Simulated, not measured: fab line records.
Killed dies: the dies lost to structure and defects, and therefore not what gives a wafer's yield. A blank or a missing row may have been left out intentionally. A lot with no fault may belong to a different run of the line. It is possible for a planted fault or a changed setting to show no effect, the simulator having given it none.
fab line records | flow rit_cmos
[record] lots = 5 wafers = 15 last_day = 7
route steps=202 shown PLDD@116 SPACER@125 NSD@131 PSD@142 SDANNEAL@153 SILICIDE@161 M1@202
lots with no fault: from the same line, run without faults
start_h: hours from the record's opening day to when the first of the lot's shown wafers began | wait_h: hours from the lot's prior step to this one | " as in the row above | L1.1+2: one row covering several wafers at once | - value missing, or start not given | * or withheld: withheld | < > ~ a bound
route shown NAME@n: names a module that has steps shown in the file, with the first one's number in the route | usual: average and standard deviation across the fault-free wafers | same: alike in all rows | chamber/n: place in a boat | sites: each site's reading | _std_site: their standard deviation | _edge_site: the outer-site mean with the inner-site mean subtracted | radius_mm: how far each site lies from the wafer's centre | mask NAME#n: copy n | behind: the most recent tool/chamber to have shaped the wafer | hold: the reason the lot was held/the length of the hold in hours/how it ended | device: which transistor (n, p or np) failed to switch | end of line: tests of these same wafers at the route's end | a step given without rows: its recipe and nothing more | killed: the dies lost at the first sort to structure and to defects; this is not the yield of the wafer | map: a wafer's dies, x killed, . not, _ none there
set.NAME: the run value of the setting; set.NAME@STEP: its run value at that earlier step | model.NAME: the simulator's own value behind a step, which no gauge read
lots seen at some steps along the route; tables by step, rows by wafer
services: when a tool's chamber went out of use (start_h, in hours from the record's first day, below 0 if earlier), for how many hours, and the reason
[[steps]]
[step RIT_PLDD_SOFTBAKE_02]
[recipe] resist = NOVOLAK temp_c = 90 time_s = 60
[step RIT_PLDD_EXPOSE_03]
[recipe] mask_id = M8 na = 0.57 target_cd_nm = 40900 dose_mj = 250
[step RIT_PLDD_PEB_04]
[recipe] resist = NOVOLAK temp_c = withheld time_s = withheld
[step RIT_PLDD_DEVELOP_05]
[recipe] resist = NOVOLAK develop_time_s = 50 dev_temp_c = 23
[step RIT_PLDD_OVL_MEAS_06]
[usual] PLDD_OVL = -2.2/1.4
// columns lot.wafer tool chamber start_h wait_h PLDD_OVL[nm]
L114.4 overlay-02 - 81.97 - -2.0
L114.5 " - " " -1.1
L114.6 " - " " -3.9
L115.1 overlay-02 - 91.28 - -0.8
L115.3 " - " " -2.6
L115.5 " - " " -1.8
L116.2 overlay-02 - 97.20 - -2.4
L116.3 " - " " -2.6
L116.6 " - " " -3.1
L117.2 overlay-01 - 100.70 - -0.6
L117.4 " - " " -1.3
L117.5 " - " " -2.4
L130.1 overlay-01 - 160.17 - -3.2
L130.2 " - " " -2.8
L130.3 " - " " -2.1
[step RIT_PLDD_HARDBAKE_07]
[recipe] resist = NOVOLAK temp_c = 140 time_s = 60
[step RIT_PLDD_IMPLANT_08]
[recipe] species = BF2 energy_kev = 20 dose_cm2 = 9e+14 tilt_deg = 7
[step RIT_PLDD_STRIP_09]
[recipe] chemistry = O2 time_s = 180 resist = NOVOLAK platen_temp_c = withheld power_w = 500 pressure_mtorr = 4000 o2_flow_sccm = 3853
[usual] drypump_motor_current_A = 5.8/0.31 rf_refl_power_W = 5.9/1.2
// columns lot.wafer tool chamber start_h wait_h drypump_motor_current_A rf_hours_counter_h rf_refl_power_W
L114.4 plasma_asher-03 1 82.35 0.1 6.1 - 7.0
L114.5 " 0 " " 6.1 - 7.0
L114.6 " 1 " " 6.1 - 6.9
L115.1 plasma_asher-03 1 91.61 0.1 6.1 42 7.2
L115.3 " 1 " " 6.1 - 7.0
L115.5 " 1 " " 6.1 - 7.1
L116.2 plasma_asher-04 1 97.53 0.1 5.3 45 4.8
L116.3 " 0 " " 6.1 - 7.0
L116.6 " 1 " " 5.3 - 5.1
L117.2 plasma_asher-02 1 101.03 0.1 5.6 33 5.4
L117.4 " 0 " " 5.7 - 4.0
L117.5 " 1 " " 5.6 - 5.2
L130.1 plasma_asher-04 1 160.51 0.1 5.3 5 4.8
L130.2 " 0 " " 6.1 5 6.9
L130.3 " 1 " " 5.3 - 5.1
[step RIT_PLDD_TW_MEAS_10]
[usual] PLDD_TW = 2365/26
// columns lot.wafer tool chamber start_h wait_h PLDD_TW
L114.4 film_metro-04 - 82.50 0.1 2340
L114.5 " - " " 2341
L114.6 " - " " 2338
L115.1 film_metro-04 - 91.79 0.1 2339
L115.3 " - " " 2338
L115.5 " - " " 2348
L116.2 film_metro-01 - 97.71 0.1 2398
L116.3 " - " " 2394
L116.6 " - " " 2391
L117.2 film_metro-03 - 101.22 0.1 2351
L117.4 " - " " 2352
L117.5 " - " " 2349
L130.1 film_metro-04 - 160.68 0.1 2344
L130.2 " - " " 2343
L130.3 " - " " 2337
[step RIT_SPACER_CLEAN_00]
[recipe] chemistry = SC1 mix = 3:3:50 time_s = 600 temp_c = 75
[step RIT_SPACER_CLEAN_01]
[recipe] chemistry = dHF dilution = 50:1 time_s = 30
[step RIT_SPACER_CLEAN_02]
[recipe] chemistry = SC2 mix = 3:3:50 time_s = 600 temp_c = 75 dry = n2_spin
[step RIT_SPACER_CVD_03]
[recipe] material = Si3N4 target_thk_nm = 250 temp_c = 810 precursor = SiH2Cl2/NH3 time_s = 3300 pressure_mtorr = 300 sih2cl2_flow_sccm = 60 nh3_flow_sccm = 150
[usual] nh3_flow_sccm = 150.0/0.44 pressure_mtorr = 300.0/0.58 sih2cl2_flow_sccm = 60.01/0.18 spike_tc_source_C = 833.6/1.9 susceptor_temp_C = 810.0/0.34
// columns lot.wafer tool chamber start_h wait_h nh3_flow_sccm pressure_mtorr sih2cl2_flow_sccm spike_tc_source_C susceptor_temp_C model.Si3N4_of_SPACER_CVD_03.thk_nm
L114.4 lpcvd-02 1 82.90 0.0 150.2 300.0 59.70 835.5 810.1 253
L114.5 " 1 " " 150.6 301.1 59.93 835.2 810.2 249.9
L114.6 " 1 " " 150.0 301.6 59.82 836.4 810.3 251.9
L115.1 lpcvd-01 0 92.23 0.0 150.0 300.3 60.24 833.6 810.2 250.9
L115.3 " 0 " " 149.4 301.0 60.17 831.6 809.8 250.8
L115.5 " 0 " " 149.6 300.6 60.03 833.4 810.8 252.5
L116.2 lpcvd-02 0 98.13 0.0 149.5 301.3 60.00 833.0 810.2 253.3
L116.3 " 0 " " 150.0 300.3 60.14 833.6 810.0 253.8
L116.6 " 0 " " 149.7 299.8 59.87 832.8 810.2 251
L117.2 lpcvd-01 1 101.64 0.0 150.4 240.3 60.19 831.2 809.8 237.1
L117.4 " 1 " " 151.1 239.4 59.83 831.5 810.1 235.1
L117.5 " 1 " " 150.7 239.9 59.78 831.4 809.8 235.8
L130.1 lpcvd-02 0 161.14 0.0 149.6 300.1 60.37 833.3 810.4 249.5
L130.2 " 0 " " 149.6 300.1 59.92 833.6 809.8 251.3
L130.3 " 0 " " 149.5 299.5 60.15 832.9 810.4 250.6
[step RIT_SPACER_THK_MEAS_04]
[recipe] reads = Si3N4_of_SPACER_CVD_03
[usual] SPACER_NITRIDE_THK = 250.8/2.2
// columns lot.wafer tool chamber start_h wait_h SPACER_NITRIDE_THK[nm]
L114.4 film_metro-02 - 84.84 0.0 253.2
L114.5 " - " " 249.7
L114.6 " - " " 251.8
L115.1 film_metro-01 - 94.15 0.0 250.9
L115.3 " - " " 251.0
L115.5 " - " " 252.6
L116.2 film_metro-01 - 100.06 0.0 253.4
L116.3 " - " " 253.8
L116.6 " - " " 251.1
L117.2 film_metro-02 - 103.56 0.0 237.3
L117.4 " - " " 235.2
L117.5 " - " " 235.9
L130.1 film_metro-01 - 163.06 0.0 249.3
L130.2 " - " " 251.3
L130.3 " - " " 250.3
[step RIT_SPACER_ETCHBACK_05]
[recipe] target_depth_a = 2500 SF6_flow_sccm = 30 CHF3_flow_sccm = 30 target = Si3N4 chemistry = SF6/CHF3 pressure_mtorr = 40 rf_w = 250 time_s = 240 stop_on = SiO2
[usual] drypump_motor_current_A = 5.7/0.61 oes_product_au = 0.846/0.016 throttle_valve_pct = 10.29/0.14
// columns lot.wafer tool chamber start_h wait_h drypump_motor_current_A oes_product_au rf_hours_counter_h throttle_valve_pct model.etch.depth_nm
L114.4 rie_diel-04 3 84.87 0.0 6.1 0.847 0 10.08 253
L114.5 " 3 " " 6.0 0.842 - 10.08 249.9
L114.6 " 0 " " 4.9 0.876 - 10.41 251.9
L115.1 rie_diel-04 1 94.21 0.1 5.3 0.836 2 10.27 250.9
L115.3 " 0 " " 4.9 0.886 138 10.42 250.8
L115.5 " 1 " " 5.3 0.835 - 10.27 252.5
L116.2 rie_diel-02 1 100.11 0.0 5.0 0.840 104 10.34 253.3
L116.3 " 3 " " 6.4 0.846 56 9.98 253.8
L116.6 " 2 " " 6.5 0.841 - 10.33 251
L117.2 rie_diel-02 0 103.61 0.0 5.6 0.812 27 10.40 237.1
L117.4 " 1 " " 4.9 0.803 104 10.33 235.1
L117.5 " 1 " " 5.0 0.802 - 10.31 235.8
L130.1 rie_diel-02 1 163.12 0.1 5.0 0.831 105 10.33 249.5
L130.2 " 3 " " 6.4 0.842 58 9.98 251.3
L130.3 " 2 " " 6.5 0.840 11 10.33 250.6
[step RIT_NSD_HMDS_00]
[recipe] prime_time_s = 60 prime_temp_c = 140
[step RIT_NSD_COAT_01]
[recipe] resist = NOVOLAK spin_rpm = 3250 resist_thk_nm = 1000
[step RIT_NSD_SOFTBAKE_02]
[recipe] resist = NOVOLAK temp_c = 90 time_s = 60
[step RIT_NSD_EXPOSE_03]
[recipe] mask_id = M9 na = 0.57 target_cd_nm = 40700 dose_mj = 250
[step RIT_NSD_PEB_04]
[recipe] resist = NOVOLAK temp_c = withheld time_s = withheld
[step RIT_NSD_DEVELOP_05]
[recipe] resist = NOVOLAK develop_time_s = 50 dev_temp_c = 23
[step RIT_NSD_OVL_MEAS_06]
[usual] NSD_OVL = -0.4/1.3
// columns lot.wafer tool chamber start_h wait_h NSD_OVL[nm]
L114.4 overlay-01 - 85.89 - 0.8
L114.5 " - " " 1.7
L114.6 " - " " -1.7
L115.1 overlay-02 - 95.33 - -2.5
L115.3 " - " " -0.8
L115.5 " - " " -0.8
L116.2 overlay-02 - 101.11 - -0.2
L116.3 " - " " -0.2
L116.6 " - " " -0.3
L117.2 overlay-02 - 104.62 - 1.9
L117.4 " - " " 2.9
L117.5 " - " " 2.9
L130.1 overlay-01 - 164.25 - 1.4
L130.2 " - " " 0.5
L130.3 " - " " 0.0
[step RIT_NSD_HARDBAKE_07]
[recipe] resist = NOVOLAK temp_c = 140 time_s = 60
[step RIT_NSD_IMPLANT_08]
[recipe] species = P energy_kev = 25 dose_cm2 = 1.016e+15 tilt_deg = 7
[step RIT_NSD_STRIP_09]
[recipe] chemistry = O2 time_s = 180 resist = NOVOLAK platen_temp_c = withheld power_w = 500 pressure_mtorr = 4000 o2_flow_sccm = 4000
[usual] drypump_motor_current_A = 5.79/0.3 rf_refl_power_W = 6.9/1.2
// columns lot.wafer tool chamber start_h wait_h drypump_motor_current_A rf_hours_counter_h rf_refl_power_W
L114.4 plasma_asher-04 1 86.27 0.1 5.32 - 5.0
L114.5 " 1 " " 5.34 - 4.9
L114.6 " 0 " " 6.12 - 7.0
L115.1 plasma_asher-04 1 95.67 0.1 5.32 45 5.1
L115.3 " 0 " " 6.13 - 6.9
L115.5 " 0 " " 6.09 - 6.9
L116.2 plasma_asher-01 1 101.44 0.1 5.74 47 8.3
L116.3 " 0 " " 5.67 - 6.9
L116.6 " 1 " " 5.76 - 8.8
L117.2 plasma_asher-01 1 104.95 0.1 5.74 47 8.8
L117.4 " 1 " " 5.79 - 8.7
L117.5 " 1 " " 5.76 - 8.5
L130.1 plasma_asher-01 1 164.58 0.1 5.74 55 8.5
L130.2 " 0 " " 5.66 55 6.5
L130.3 " 0 " " 5.66 - 6.7
[step RIT_NSD_TW_MEAS_10]
[usual] NSD_TW = 3172/36
// columns lot.wafer tool chamber start_h wait_h NSD_TW
L114.4 film_metro-03 - 86.41 0.1 3132
L114.5 " - " " 3133
L114.6 " - " " 3131
L115.1 film_metro-01 - 95.85 0.1 3203
L115.3 " - " " 3184
L115.5 " - " " 3191
L116.2 film_metro-01 - 101.63 0.1 3194
L116.3 " - " " 3204
L116.6 " - " " 3198
L117.2 film_metro-03 - 105.13 0.1 3133
L117.4 " - " " 3150
L117.5 " - " " 3141
L130.1 film_metro-04 - 164.76 0.1 3132
L130.2 " - " " 3158
L130.3 " - " " 3140
[step RIT_PSD_HMDS_00]
[recipe] prime_time_s = 60 prime_temp_c = 140
[step RIT_PSD_COAT_01]
[recipe] resist = NOVOLAK spin_rpm = 3250 resist_thk_nm = 1000
[step RIT_PSD_SOFTBAKE_02]
[recipe] resist = NOVOLAK temp_c = 90 time_s = 60
[step RIT_PSD_EXPOSE_03]
[recipe] mask_id = M10 na = 0.57 target_cd_nm = 40900 dose_mj = 250
[step RIT_PSD_PEB_04]
[recipe] resist = NOVOLAK temp_c = withheld time_s = withheld
[step RIT_PSD_DEVELOP_05]
[recipe] resist = NOVOLAK develop_time_s = 50 dev_temp_c = 23
[step RIT_PSD_OVL_MEAS_06]
[usual] PSD_OVL = -1.5/1.3
// columns lot.wafer tool chamber start_h wait_h PSD_OVL[nm]
L114.4 overlay-01 - 87.44 - 0.4
L114.5 " - " " -1.1
L114.6 " - " " -1.5
L115.1 overlay-01 - 96.76 - -0.3
L115.3 " - " " -0.5
L115.5 " - " " -0.4
L116.2 overlay-01 - 102.53 - -0.5
L116.3 " - " " 1.5
L116.6 " - " " -0.5
L117.2 overlay-01 - 106.19 - -1.7
L117.4 " - " " -3.4
L117.5 " - " " -2.8
L130.1 overlay-01 - 165.79 - -4.0
L130.2 " - " " -2.5
L130.3 " - " " -2.8
[step RIT_PSD_HARDBAKE_07]
[recipe] resist = NOVOLAK temp_c = 140 time_s = 60
[step RIT_PSD_IMPLANT_08]
[recipe] species = BF2 energy_kev = 27 dose_cm2 = 4.882e+15 tilt_deg = 7
[step RIT_PSD_STRIP_09]
[recipe] chemistry = O2 time_s = 180 resist = NOVOLAK platen_temp_c = withheld power_w = 500 pressure_mtorr = 4000 o2_flow_sccm = 4000
[usual] drypump_motor_current_A = 5.90/0.23 rf_refl_power_W = 6.6/1.2
// columns lot.wafer tool chamber start_h wait_h drypump_motor_current_A rf_hours_counter_h rf_refl_power_W
L114.4 plasma_asher-02 0 87.81 0.1 5.63 - 4.0
L114.5 " 0 " " 5.62 - 4.1
L114.6 " 1 " " 5.65 - 5.3
L115.1 plasma_asher-02 1 97.09 0.1 5.64 32 5.1
L115.3 " 1 " " 5.65 - 5.3
L115.5 " 0 " " 5.59 - 4.2
L116.2 plasma_asher-02 0 102.86 0.1 5.65 33 4.3
L116.3 " 0 " " 5.60 - 4.1
L116.6 " 0 " " 5.66 - 4.3
L117.2 plasma_asher-03 1 106.52 0.1 6.08 43 6.9
L117.4 " 0 " " 6.18 - 6.9
L117.5 " 1 " " 6.09 - 6.9
L130.1 plasma_asher-03 0 166.13 0.1 6.17 51 7.0
L130.2 " 1 " " 6.08 51 7.0
L130.3 " 1 " " 6.06 - 7.1
[step RIT_PSD_TW_MEAS_10]
[usual] PSD_TW = 3442/38
// columns lot.wafer tool chamber start_h wait_h PSD_TW
L114.4 film_metro-04 - 87.96 0.1 3399
L114.5 " - " " 3421
L114.6 " - " " 3398
L115.1 film_metro-03 - 97.27 0.1 3441
L115.3 " - " " 3423
L115.5 " - " " 3418
L116.2 film_metro-01 - 103.05 0.1 3504
L116.3 " - " " 3492
L116.6 " - " " 3485
L117.2 film_metro-04 - 106.71 0.1 3436
L117.4 " - " " 3409
L117.5 " - " " 3437
L130.1 film_metro-03 - 166.30 0.1 3448
L130.2 " - " " 3433
L130.3 " - " " 3438
[step RIT_SDANNEAL_CLEAN_00]
[recipe] chemistry = SC1 mix = 3:3:50 time_s = 600 temp_c = 75
[step RIT_SDANNEAL_CLEAN_01]
[recipe] chemistry = dHF dilution = 50:1 time_s = 30
[step RIT_SDANNEAL_CLEAN_02]
[recipe] chemistry = SC2 mix = 3:3:50 time_s = 600 temp_c = 75 dry = n2_spin
[step RIT_SDANNEAL_RTA_03]
[recipe] temp_c = 1050 time_s = 5 idle_temp_c = 600 ramp_up_c_per_s = 342 ramp_down_c_per_s = 171 cool_to_c = 600 ambient = N2
[usual] wafer_temp_C_max = 1053.6/1.3
// columns lot.wafer tool chamber start_h wait_h wafer_temp_C_max
L114.4 rtp_anneal-02 0 88.38 0.0 1053.8
L114.5 " 0 " " 1055.0
L114.6 " 0 " " 1054.4
L115.1 rtp_anneal-01 0 97.69 0.0 1052.1
L115.3 " 0 " " 1055.4
L115.5 " 0 " " 1053.4
L116.2 rtp_anneal-02 0 103.48 0.0 1052.1
L116.3 " 0 " " 1056.3
L116.6 " 0 " " 1052.7
L117.2 rtp_anneal-01 0 107.13 0.0 1051.6
L117.4 " 0 " " 1053.6
L117.5 " 0 " " 1052.8
L130.1 rtp_anneal-01 0 166.73 0.0 1052.7
L130.2 " 0 " " 1054.1
L130.3 " 0 " " 1053.5
[step RIT_SDANNEAL_RS_MEAS_04]
[recipe] thk_meas_gauge = four-point-probe
[usual] PSD_RS = 116.15/0.28
// columns lot.wafer tool chamber start_h wait_h PSD_RS[ohm/sq]
L114.4 film_metro-04 - 88.47 0.1 116.56
L114.5 " - " " 116.25
L114.6 " - " " 116.48
L115.1 film_metro-04 - 97.75 0.0 116.47
L115.3 " - " " 116.26
L115.5 " - " " 116.40
L116.2 film_metro-03 - 103.54 0.1 115.96
L116.3 " - " " 115.67
L116.6 " - " " 115.87
L117.2 film_metro-01 - 107.20 0.1 115.82
L117.4 " - " " 115.65
L117.5 " - " " 115.70
L130.1 film_metro-03 - 166.79 0.0 116.16
L130.2 " - " " 116.21
L130.3 " - " " 116.14
[step RIT_SILICIDE_WET_ETCH_00]
[recipe] chemistry = BOE target = SiO2 target_depth_nm = 14 time_s = 15 dry = n2_spin dilution = 10:1 temp_c = 21.5
// columns lot.wafer tool chamber start_h wait_h model.Si3N4_of_SPACER_CVD_03.thk_nm
L114.4 wet_bench-02 0 88.89 0.0 197.2
L114.5 " 0 " " 194.8
L114.6 " 0 " " 195.2
L115.1 wet_bench-02 2 98.23 0.1 195.4
L115.3 " 2 " " 193.9
L115.5 " 2 " " 196.8
L116.2 wet_bench-03 2 104.00 0.1 197.4
L116.3 " 2 " " 198
L116.6 " 2 " " 195.5
L117.2 wet_bench-01 2 107.66 0.1 184.7
L117.4 " 2 " " 183.1
L117.5 " 2 " " 183.5
L130.1 wet_bench-01 1 167.27 0.1 194.4
L130.2 " 1 " " 195.5
L130.3 " 1 " " 195.4
[step RIT_M1_PROBE_99]
[usual] killed_at_front_end = 7/3.4 killed_dies = 7/3.4 killed_open = 3.7/2.2 killed_short = 3.6/2.2
[same] gross_dies = 264 killed_at_M0_to_M3 = 0 killed_at_M4_up = 0 killed_at_back_side = 0 killed_at_contacts = 0 killed_at_other = 0
// columns lot.wafer tool chamber start_h wait_h killed_at_front_end killed_dies killed_open killed_short model.etest.nmos_0p15.r_on_ohm_um model.etest.pplus_sal.width_nm model.etest.nplus_sal.width_nm model.etest.pwell_pinched.rs_ohm_sq model.etest.nwell_pinched.rs_ohm_sq model.etest.nmos_0p15.tox_inv_nm model.etest.diode_nplus_comb.cj_ff_um2
L114.4 prober-01 - 95.92 0.2 6 6 3 3 1146 3451 3433 457.1 333 4.55 2.612
L114.5 prober-01 - 95.97 0.2 15 15 7 8 1166 3438 3446 456.5 339.4 4.553 2.632
L114.6 prober-01 - 96.02 0.2 8 8 4 4 1168 3464 3452 455 341.8 4.484 2.65
L115.1 prober-02 - 105.11 0.1 7 7 2 3 1155 3438 3439 454.6 340.6 4.529 2.655
L115.3 prober-02 - 105.21 0.2 3 3 2 1 1240 3454 3443 459.2 345.1 4.533 2.683
L115.5 prober-02 - 105.31 0.2 1 1 1 0 1160 3438 3446 447.9 336.6 4.512 2.642
L116.2 prober-01 - 111.27 0.1 6 6 2 4 1113 3413 3411 461.4 337.1 4.532 2.62
L116.3 prober-01 - 111.32 0.2 3 3 1 2 1099 3387 3412 457.7 337.9 4.456 2.622
L116.6 prober-01 - 111.47 0.2 8 8 4 4 1138 3417 3407 455.8 337.4 4.504 2.637
L117.2 prober-02 - 114.53 0.1 15 15 8 7 1124 3442 3416 472 350.1 4.326 2.673
L117.4 prober-02 - 114.63 0.2 6 6 2 4 1140 3422 3429 477.1 347.4 4.364 2.681
L117.5 prober-02 - 114.68 0.2 4 4 1 3 1139 3425 3447 468.9 350.3 4.281 2.696
L130.1 prober-01 - 174.02 0.1 12 12 3 9 1076 3443 3433 456.5 344.3 4.452 2.631
L130.2 prober-01 - 174.07 0.1 14 14 8 6 1077 3429 3427 458.5 344.4 4.363 2.639
L130.3 prober-01 - 174.12 0.2 7 7 6 1 1061 3448 3415 457.6 341.2 4.401 2.628
// killed by level:class
L114.4 FOX1:geometric_particle:short=1 FOX2:geometric_particle:open=1 GATE:geometric_particle:open=1 REOX:geometric_particle:short=1 SILICIDE:geometric_particle:open=1 SILICIDE:geometric_particle:short=1
L114.5 GATE:geometric_particle:short=3 GATE:geometric_particle:open=2 REOX:geometric_particle:short=2 REOX:geometric_particle:open=2 FOX1:geometric_particle:open=1 FOX1:geometric_particle:short=1 FOX2:geometric_particle:short=1 SPACER:geometric_particle:open=1
L114.6 GATE:geometric_particle:short=3 REOX:geometric_particle:open=3 FOX1:geometric_particle:open=1 FOX2:geometric_particle:short=1
L115.1 NSD:coat_microbubble_printed=2 FOX1:geometric_particle:short=1 FOX2:geometric_particle:short=1 GATE:geometric_particle:short=1 SPACER:geometric_particle:open=1 SILICIDE:geometric_particle:open=1
L115.3 GATE:geometric_particle:open=1 REOX:geometric_particle:short=1 SPACER:geometric_particle:open=1
L115.5 REOX:geometric_particle:open=1
L116.2 FOX1:geometric_particle:short=1 GATE:geometric_particle:short=1 GATE:geometric_particle:open=1 REOX:geometric_particle:open=1 REOX:geometric_particle:short=1 SILICIDE:geometric_particle:short=1
L116.3 GATE:geometric_particle:short=1 REOX:geometric_particle:short=1 SPACER:geometric_particle:open=1
L116.6 GATE:geometric_particle:short=3 GATE:geometric_particle:open=2 FOX1:geometric_particle:open=1 FOX2:geometric_particle:open=1 REOX:geometric_particle:short=1
L117.2 SPACER:geometric_particle:open=4 SPACER:geometric_particle:short=2 SILICIDE:geometric_particle:short=2 SILICIDE:geometric_particle:open=2 FOX1:geometric_particle:short=1 GATE:geometric_particle:short=1 GATE:geometric_particle:open=1 REOX:geometric_particle:short=1
L117.4 FOX1:geometric_particle:short=1 GATE:geometric_particle:short=1 GATE:geometric_particle:open=1 SPACER:geometric_particle:open=1 SPACER:geometric_particle:short=1 SILICIDE:geometric_particle:short=1
L117.5 REOX:geometric_particle:short=1 SPACER:geometric_particle:open=1 SPACER:geometric_particle:short=1 SILICIDE:geometric_particle:short=1
L130.1 GATE:geometric_particle:short=4 GATE:geometric_particle:open=2 SPACER:geometric_particle:short=2 FOX2:geometric_particle:short=1 REOX:geometric_particle:short=1 SPACER:geometric_particle:open=1 SILICIDE:geometric_particle:short=1
L130.2 GATE:geometric_particle:open=4 GATE:geometric_particle:short=4 SPACER:geometric_particle:open=2 FOX1:geometric_particle:short=1 FOX2:geometric_particle:open=1 SPACER:geometric_particle:short=1 SILICIDE:geometric_particle:open=1
L130.3 GATE:geometric_particle:open=4 REOX:geometric_particle:open=2 GATE:geometric_particle:short=1
[[services]]
// columns tool chamber start_h hours kind
rie_diel-02 2 64.91 4.1 repair
rtp_anneal-01 - 68.91 4.0 pm
wet_bench-02 - 75.03 3.9 repair
rie_diel-04 3 87.50 8.3 repair
rie_diel-04 3 102.17 3.8 repair
plasma_asher-02 - 104.47 14.6 pm
plasma_asher-04 - 108.84 9.0 pm
plasma_asher-04 0 108.84 9.0 vent_cycle
plasma_asher-04 1 108.84 9.0 vent_cycle
rie_diel-02 3 111.64 8.7 repair
plasma_asher-04 0 117.84 - clean
plasma_asher-04 1 117.84 - clean
wet_bench-01 - 121.96 4.6 repair
rie_diel-04 0 129.83 13.2 repair
rtp_anneal-02 - 138.76 4.4 pm
rie_diel-04 0 150.33 5.3 repair
wet_bench-02 - 151.14 2.1 repair
rie_diel-04 2 161.68 3.1 repair
[[key]]
[first_sign] step = RIT_SPACER_CVD_03 reading = pressure_mtorr direction = down sigmas = 99+ usual = 300.0 struck = 239.9
[effect] step = RIT_SPACER_THK_MEAS_04 reading = SPACER_NITRIDE_THK direction = down sigmas = 6.6 usual = 250.8 struck = 236.1
[model_effect] step = RIT_SPACER_CVD_03 value = Si3N4_of_SPACER_CVD_03.thk_nm without = 252.2 struck = 236
[model_effect] step = RIT_SPACER_ETCHBACK_05 value = etch.depth_nm without = 252.2 struck = 236
[model_effect] step = RIT_SILICIDE_WET_ETCH_00 value = Si3N4_of_SPACER_CVD_03.thk_nm without = 196.5 struck = 183.8
[model_effect] step = RIT_M1_PROBE_99 value = etest.nmos_0p15.r_on_ohm_um without = 1075 struck = 1134
met_at RIT_SPACER_CVD_03
struck_wafers L117.2,L117.4,L117.5
tester_left_out L117
[fault] kind = process_parameter_drift tool = lpcvd-01 chamber = 1 onset_h = 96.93 steps = RIT_SPACER_CVD_03 channel = pressure_mtorr offset = -60 shape = step end_h = 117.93 acts_in = these_recipes_only stated = 300
// tester_left_out: of these lots the tester's yield and bins aren't shown, on N5 and GAA mostly nor the transistor test; their killed dies are dies lost to structure and defects alone, not to doping, threshold or leakage, so they don't give the yield
